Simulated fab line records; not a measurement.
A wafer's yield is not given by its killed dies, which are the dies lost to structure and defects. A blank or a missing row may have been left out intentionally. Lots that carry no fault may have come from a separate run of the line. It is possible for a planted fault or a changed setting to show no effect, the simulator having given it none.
Struck lot and sound lot, side by side	flow berkeley-cmos170	27 steps out of a route of 331
Sound: wafers L121.1, L121.3, L121.6. Struck: wafer L135.4. The cause is named last.
Each step with rows lists, per side, the tool, then ch with its chambers, then its first start. Under that, the readings that differ: sound wafers	struck wafers	difference of the means	sigmas: that difference in standard deviations of wafers without a fault.
alike: readings whose means differ by less than 2 such deviations, and words and numbers that are the same on both sides. not compared: withheld readings, readings that some wafer has no value for, bounds like >300 that may hide the same value, and numbers for which the record gives no deviation and whose values overlap.
Wherever a step has rows on one side only, a row that says differs or no value, or a row with sigmas, the two part there. Non-overlapping numbers with no deviation appear without sigmas and do not part them. A reading missing from all wafers of one side parts the sides only when that side holds two or more wafers.

first, 4 steps without rows for these wafers: UCB170_M2_SOFTBAKE_11 (time 60 s); UCB170_M2_EXPOSE_12 (exposes mask METAL2, target cd 700 nm); UCB170_M2_PEB_13; UCB170_M2_DEVELOP_14 (develop time 45 s).
UCB170_M2_CD_MEAS_15 targets a cd of 700 nm.
  sound on cd-sem-01 at day 9 21:16; struck on cd-sem-01 at day 12 23:22
  alike: cd-nm
UCB170_M2_OVL_MEAS_16:
  sound on overlay-01 at day 9 21:23; struck on overlay-02 at day 12 23:26
  alike: M2_OVL
UCB170_M2_ETCH_17: etches BARC in N2/H2.
  sound on rie-diel-02 ch 0,1,3, day 9 21:25; struck on rie-diel-04 ch 1, day 12 23:28
reading	sound	struck	difference	sigmas
oes-product-au (a.u.)	0.992 0.962 0.962	1.033	+0.061	+2
  alike: drypump-motor-current-A, throttle-valve-pct
UCB170_M2_METAL_ETCH_18: etches Al in Cl2/BCl3, stops on SiO2, target depth 1170 nm, time 195 s.
  sound on rie-metal-03 ch 0,1, day 9 21:28; struck on rie-metal-03 ch 1, day 12 23:34
  alike: drypump-motor-current-A, oes-product-au, throttle-valve-pct
  not compared: rf-hours-counter-h
UCB170_M2_STRIP_19: strips in O2.
  sound on plasma-asher-04 ch 0,1, day 9 21:39; struck on plasma-asher-03 ch 1, day 12 23:43
  alike: drypump-motor-current-A, oes-product-au
  not compared: rf-hours-counter-h
UCB170_M2_CD_MEAS_90 targets a cd of 700 nm.
  sound on cd-sem-01 at day 9 21:45; struck on cd-sem-01 at day 12 23:56
  alike: cd-nm
UCB170_V2_CVD_00: deposits SiO2 from TEOS/O2, target thk 2000 nm, time 250 s.
  sound on pecvd-03 ch 0,1,2, day 9 21:52; struck on pecvd-03 ch 0, day 13 00:04
  alike: heater-power-w
UCB170_V2_THK_MEAS_01:
  sound on film-metro-02 at day 9 22:02; struck on film-metro-02 at day 13 00:11
  alike: V2_TEOS_THK
UCB170_V2_CMP_02: polishes SiO2.
  sound on cmp-02 ch 2,3, day 9 22:05; struck on cmp-02 ch 0, day 13 00:19
reading	sound	struck	difference	sigmas
model.SiO2_of_V2_CVD_00.thk-nm (nm)	998.7 1000 998	1347	+348	
  alike: motor-current-A
UCB170_V2_BOW_MEAS_03:
  sound on film-metro-02 at day 9 22:23; struck on film-metro-03 at day 13 00:34
  alike: V2_BOW
UCB170_V2_THK_MEAS_04:
  sound on film-metro-02 at day 9 22:31; struck on film-metro-03 at day 13 00:40
reading	sound	struck	difference	sigmas
V2_POLISHED_THK (nm)	998.1 999.6 997.8	1345.7	+347.2	+99 or more
then, 7 steps without rows for these wafers: UCB170_V2_CLEAN_05 (cleans in DIW); UCB170_V2_HMDS_06 (prime time 60 s); UCB170_V2_COAT_07 (resist thk 900 nm); UCB170_V2_SOFTBAKE_08 (time 60 s); UCB170_V2_EXPOSE_09 (exposes mask VIA2, target cd 700 nm); UCB170_V2_PEB_10; UCB170_V2_DEVELOP_11 (develop time 45 s).
UCB170_V2_CD_MEAS_12 targets a cd of 700 nm.
  sound on cd-sem-02 at day 9 23:43; struck on cd-sem-01 at day 13 01:53
  alike: cd-nm
UCB170_V2_OVL_MEAS_13:
  sound on overlay-02 at day 9 23:50; struck on overlay-02 at day 13 01:58
  alike: V2_OVL
UCB170_V2_ETCH_14: etches SiO2 in CHF3/CF4/Ar, stops on Al, target depth 1250 nm, time 291 s.
  sound on rie-diel-02 ch 0,1,2, day 9 23:52; struck on rie-diel-01 ch 1, day 13 01:59
reading	sound	struck	difference	sigmas
oes-product-au (a.u.)	0.886 0.853 0.878	0.963	+0.091	+9
model.etch.depth-nm (nm)	998.7 1000 998	1212	+213	
model.V2.feature-depth-nm (nm)	998.9 1000 998	1212	+213	
  alike: drypump-motor-current-A, throttle-valve-pct
  not compared: rf-hours-counter-h
UCB170_V2_STRIP_15: strips in O2.
  sound on plasma-asher-04 ch 0,1, day 10 00:03; struck on plasma-asher-04 ch 1, day 13 02:12
reading	sound	struck	difference	sigmas
oes-product-au (a.u.)	0.713 0.722 0.718	0.728	+0.010	+2
  alike: drypump-motor-current-A, strip-time-to-endpoint-s
  not compared: rf-hours-counter-h
UCB170_M3_PROBE_99:
  the record holds rows for the sound wafers here (prober-02, day 10 03:15) but none for the struck ones

## WHERE THEY PART
First at UCB170_M2_ETCH_17; last, within this record, at UCB170_M3_PROBE_99.

WHY: what the simulator had put in
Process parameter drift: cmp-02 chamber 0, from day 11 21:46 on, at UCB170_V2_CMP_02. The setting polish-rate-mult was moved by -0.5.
